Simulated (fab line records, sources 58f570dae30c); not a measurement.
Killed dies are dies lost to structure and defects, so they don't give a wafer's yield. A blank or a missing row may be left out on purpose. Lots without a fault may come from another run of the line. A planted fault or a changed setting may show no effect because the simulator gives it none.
One fault seen from 2 desks | flow berkeley_cmos170 | each desk has only its own numbers; what lay behind them comes last

THE TOOL OWNER'S DESK: litho_track-02
The tool's own readings at UCB170_NWELL_DEVELOP_11 (develop time 45 s): means of the sampled wafers that have a number, for each lot that ran on this tool. A lot is out of limits, marked OUT, if its mean lies more than 4 standard deviations from the usual mean; the brackets give that distance.
Columns: A = chill_plate_temp_C at UCB170_NWELL_DEVELOP_11, usual 22.97 C
lot  | first seen here | A
L490 | day 5 18:00     | 23.11
This desk's finding: nothing out of limits on the one lot.

THE METROLOGY DESK
What the gauges read, lot by lot, whatever tool the lot ran on: means of the sampled wafers that have a number. A lot is out of limits, marked OUT, if its mean lies more than 4 standard deviations from the usual mean; the brackets give that distance.
Columns: A = SILICIDE_TI_RS at UCB170_SILICIDE_RS_MEAS_02, usual 26.0 ohm/sq
lot  | first seen here | A
L474 | day 7 09:32     | 26.0
L475 | day 7 09:46     | 25.2
L477 | day 7 23:52     | 26.2
L481 | day 8 06:50     | 26.2
L482 | day 8 06:50     | 26.1
L484 | day 8 23:37     | 26.2
L490 | day 9 23:11     | 26.2
L491 | day 9 23:35     | 26.5
L493 | day 11 00:25    | 26.0
L495 | day 11 00:53    | 26.0
L494 | day 11 01:21    | 25.7
L497 | day 11 09:43    | 25.8
This desk's finding: nothing out of limits on any of the 12 lots.

PUT TOGETHER
The tool owner's desk saw nothing out of limits.
The metrology desk saw nothing out of limits.

WHAT THE SIMULATOR HAD PUT IN
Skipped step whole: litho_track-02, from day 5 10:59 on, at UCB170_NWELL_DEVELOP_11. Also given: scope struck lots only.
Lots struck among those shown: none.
